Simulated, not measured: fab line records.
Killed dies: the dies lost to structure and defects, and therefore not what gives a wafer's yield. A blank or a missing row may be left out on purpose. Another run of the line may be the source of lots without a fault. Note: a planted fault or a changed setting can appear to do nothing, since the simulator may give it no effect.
Matching of chambers + flow rit_cmos + 4 sister chambers for RIT_GATE_ETCH_19 on rie_si-01
The step etches poly-Si in SF6/CHF3/O2, stops on SiO2, time 165 s, target depth 312.5 nm. 8 wafers are shown with their chamber, then 9 later ones without.

## EACH WAFER AND ITS CHAMBER
| wafer  | chamber | throttle_valve_pct (%) | drypump_motor_current_A (A) |
|--------|---------|------------------------|-----------------------------|
| L661.5 | 0       | 10.15                  | 5.79                        |
| L665.3 | 0       | 10.13                  | 5.79                        |
| L667.2 | 1       | 10.53                  | 6.15                        |
| L667.5 | 3       | 10.27                  | 5.58                        |
| L667.6 | 2       | 9.98                   | 5.43                        |
| L669.1 | 3       | 10.28                  | 5.58                        |
| L669.2 | 1       | 10.52                  | 6.13                        |
| L669.4 | 2       | 9.97                   | 5.44                        |

## WAFERS WHOSE CHAMBER IS MISSING
| wafer  | throttle_valve_pct (%) | drypump_motor_current_A (A) |
|--------|------------------------|-----------------------------|
| L677.1 | 10.27                  | 5.61                        |
| L677.4 | 10.14                  | 5.81                        |
| L677.6 | 10.29                  | 5.62                        |
| L681.3 | 10.29                  | 5.59                        |
| L681.4 | 10.00                  | 5.42                        |
| L681.6 | 10.29                  | 5.58                        |
| L683.2 | 10.13                  | 5.78                        |
| L683.5 | 10.15                  | 5.78                        |
| L683.6 | 10.52                  | 6.14                        |

## WHICH CHAMBER EACH ONE RAN IN
| wafer  | from the rows above | in truth |
|--------|---------------------|----------|
| L677.1 | 3                   | 3        |
| L677.4 | 0                   | 0        |
| L677.6 | 3                   | 3        |
| L681.3 | 3                   | 3        |
| L681.4 | 2                   | 2        |
| L681.6 | 3                   | 3        |
| L683.2 | 0                   | 0        |
| L683.5 | 0                   | 0        |
| L683.6 | 1                   | 1        |
Placed correctly: 9 of 9. Left unplaced by these rows: 0. 0 placed wrongly.
How it was worked out, from the rows above alone: a wafer's distance from a chamber is the root of the sum, over the readings, of the square of ((its reading less the chamber's mean) divided by the reading's scatter). The wafer belongs to the nearest chamber; if the next one is less than 2 further off, it can't be placed. The mean given for a chamber averages the wafers shown for that chamber. The scatter: the root of (the sum of the squares of (reading less its chamber's mean) over the shown wafers, divided by (wafers less chambers)).
